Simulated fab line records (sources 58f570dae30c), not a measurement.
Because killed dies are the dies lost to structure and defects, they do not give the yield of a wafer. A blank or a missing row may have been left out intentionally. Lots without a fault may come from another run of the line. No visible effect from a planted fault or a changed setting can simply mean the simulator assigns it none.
Chamber matching || flow berkeley cmos170 || UCB170_V1_CMP_02 on cmp-02: 4 sister chambers
The step polishes SiO2. 8 wafers are shown with their chamber, then 10 later ones without.

== WAFERS PAIRED WITH THEIR CHAMBERS ==
{"wafer": "L693.2", "chamber": 2, "motor current A (A)": 12.8, "platen rpm (rpm)": 60.03}
{"wafer": "L693.3", "chamber": 1, "motor current A (A)": 16.4, "platen rpm (rpm)": 59.97}
{"wafer": "L693.5", "chamber": 1, "motor current A (A)": 15.8, "platen rpm (rpm)": 59.91}
{"wafer": "L695.1", "chamber": 2, "motor current A (A)": 13.2, "platen rpm (rpm)": 60.00}
{"wafer": "L695.2", "chamber": 0, "motor current A (A)": 13.9, "platen rpm (rpm)": 59.98}
{"wafer": "L695.3", "chamber": 3, "motor current A (A)": 16.0, "platen rpm (rpm)": 60.05}
{"wafer": "L700.1", "chamber": 0, "motor current A (A)": 13.8, "platen rpm (rpm)": 60.02}
{"wafer": "L700.4", "chamber": 3, "motor current A (A)": 16.3, "platen rpm (rpm)": 60.02}

== WAFERS WITHOUT THEIR CHAMBER ==
{"wafer": "L700.5", "motor current A (A)": 15.7, "platen rpm (rpm)": 59.98}
{"wafer": "L701.1", "motor current A (A)": 16.3, "platen rpm (rpm)": 60.03}
{"wafer": "L701.3", "motor current A (A)": 14.0, "platen rpm (rpm)": 60.01}
{"wafer": "L701.6", "motor current A (A)": 15.6, "platen rpm (rpm)": 60.02}
{"wafer": "L706.4", "motor current A (A)": 13.3, "platen rpm (rpm)": 59.93}
{"wafer": "L706.5", "motor current A (A)": 16.5, "platen rpm (rpm)": 60.02}
{"wafer": "L706.6", "motor current A (A)": 13.9, "platen rpm (rpm)": 60.04}
{"wafer": "L708.2", "motor current A (A)": 16.5, "platen rpm (rpm)": 60.05}
{"wafer": "L708.5", "motor current A (A)": 16.7, "platen rpm (rpm)": 59.99}
{"wafer": "L708.6", "motor current A (A)": 14.4, "platen rpm (rpm)": 59.97}

== WHICH CHAMBER EACH WENT THROUGH ==
{"wafer": "L700.5", "from the rows above": "can't be placed: 1 or 3", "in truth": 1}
{"wafer": "L701.1", "from the rows above": 3, "in truth": 3}
{"wafer": "L701.3", "from the rows above": 0, "in truth": 0}
{"wafer": "L701.6", "from the rows above": "can't be placed: 3 or 1", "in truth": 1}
{"wafer": "L706.4", "from the rows above": "can't be placed: 2 or 0", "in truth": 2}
{"wafer": "L706.5", "from the rows above": "can't be placed: 3 or 1", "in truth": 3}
{"wafer": "L706.6", "from the rows above": "can't be placed: 0 or 2", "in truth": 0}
{"wafer": "L708.2", "from the rows above": 3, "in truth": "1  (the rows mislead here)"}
{"wafer": "L708.5", "from the rows above": "can't be placed: 3 or 1", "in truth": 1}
{"wafer": "L708.6", "from the rows above": 0, "in truth": 0}
Placed correctly: 3 of 10. Can't be placed from these rows: 6 (the true chamber is among the candidates in 6). 1 placed wrongly.
How it was worked out, from the rows above alone: a wafer's distance from a chamber is the root of the sum, over the readings, of the square of ((its reading less the chamber's mean) divided by the reading's scatter). If the next closest chamber is less than 2 further off than the closest, the wafer can't be placed; otherwise it belongs to the closest. For every chamber, the mean is computed from those of its wafers that are shown. How the scatter is found: for the shown wafers, subtract from each reading the mean of its chamber, square and add these, divide the total by (wafers less chambers), then take the root.
